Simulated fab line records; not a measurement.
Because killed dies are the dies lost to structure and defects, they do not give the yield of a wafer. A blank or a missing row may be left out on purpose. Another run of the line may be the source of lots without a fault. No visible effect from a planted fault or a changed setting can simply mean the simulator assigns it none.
A lot that was struck, set against a sound lot ; flow berkeley cmos170 ; 15 steps out of a route of 331
Sound: wafers L259.1, L259.2, L259.4. The struck wafers were L264.3, L264.4, L264.6. At the end, the cause is stated.
Each step with rows lists, per side, the tool, then ch with its chambers, then its first start. Under that, the readings that differ: sound wafers ; struck wafers ; difference of the means ; sigmas: that difference in standard deviations of wafers without a fault.
alike: a reading whose means differ by less than 2 such deviations, as well as words and numbers matching on both sides. not compared: withheld readings; readings where some wafer has no value; bounds like >300 that might hide an equal value; numbers whose values overlap and for which the record gives no deviation.
The two part at a step that has a row with sigmas, a row that says differs or no value, or rows on one side only. Non-overlapping numbers with no deviation appear without sigmas and do not part them. A reading that every wafer of one side lacks parts them only if that side has two wafers or more.

first, 6 steps without rows for these wafers: UCB170_V2_HMDS_06 (prime time 60 s); UCB170_V2_COAT_07 (resist thk 900 nm); UCB170_V2_SOFTBAKE_08 (time 60 s); UCB170_V2_EXPOSE_09 (exposes mask VIA2, target cd 700 nm); UCB170_V2_PEB_10; UCB170_V2_DEVELOP_11 (develop time 45 s).
UCB170_V2_CD_MEAS_12: target cd 700 nm.
  struck on cd sem-02, day 10 12:20; sound on cd sem-02, day 8 07:56
  alike: cd nm
UCB170_V2_OVL_MEAS_13:
  struck on overlay-02, day 10 12:26; sound on overlay-01, day 8 08:03
  alike: V2_OVL
UCB170_V2_ETCH_14: etches SiO2 in CHF3/CF4/Ar, stops on Al, target depth 1250 nm, time 291 s.
  sound on rie diel-03 ch 0,1,3, day 8 08:05; struck on rie diel-03 ch 0,1, day 10 12:27
  alike: chamber pressure mTorr, drypump motor current A, oes product au, throttle valve pct
  not compared: rf hours counter h
UCB170_V2_STRIP_15: strips in O2.
  sound on plasma asher-04 ch 0,1, day 8 08:16; struck on plasma asher-01 ch 0,1, day 10 12:40
  alike: chamber pressure mTorr, drypump motor current A, oes product au, strip time to endpoint s
  not compared: rf hours counter h
UCB170_V2_CD_MEAS_90: target cd 700 nm.
  struck on cd sem-01, day 10 12:46; sound on cd sem-01, day 8 08:22
  alike: cd nm
then, 1 step without rows for these wafers: UCB170_M3_PRE_CLEAN_00 (preclean etch time 60 s).
UCB170_M3_SPUTTER_01: material Al, target thk 900 nm, time 120 s.
  struck on pvd sputter-01, day 10 12:55; sound on pvd sputter-03, day 8 08:33
  no value came back on the struck wafers for cathode dc power W (W), chamber pressure pa (Pa), throttle valve pct (%); on the sound wafers cathode dc power W (W) reads 6241.2 6238.0 6239.7
UCB170_M3_RS_MEAS_02: uses a four-point probe to measure.
  struck on film metro-03, day 10 13:20; sound on film metro-01, day 8 08:38
reading;sound;struck;difference;sigmas
M3_AL_RS (ohm/sq);0.0315 0.0316 0.0313;- - -;no value on the struck wafers;
  not compared: hold
UCB170_M3_PROBE_99:
  rows exist in the record for the sound wafers here (prober-01, day 8 11:14), none for the struck ones

== WHERE THEY PART ==
First at UCB170_M3_SPUTTER_01; last, within this record, at UCB170_M3_PROBE_99.

WHY: whatever the simulator had introduced
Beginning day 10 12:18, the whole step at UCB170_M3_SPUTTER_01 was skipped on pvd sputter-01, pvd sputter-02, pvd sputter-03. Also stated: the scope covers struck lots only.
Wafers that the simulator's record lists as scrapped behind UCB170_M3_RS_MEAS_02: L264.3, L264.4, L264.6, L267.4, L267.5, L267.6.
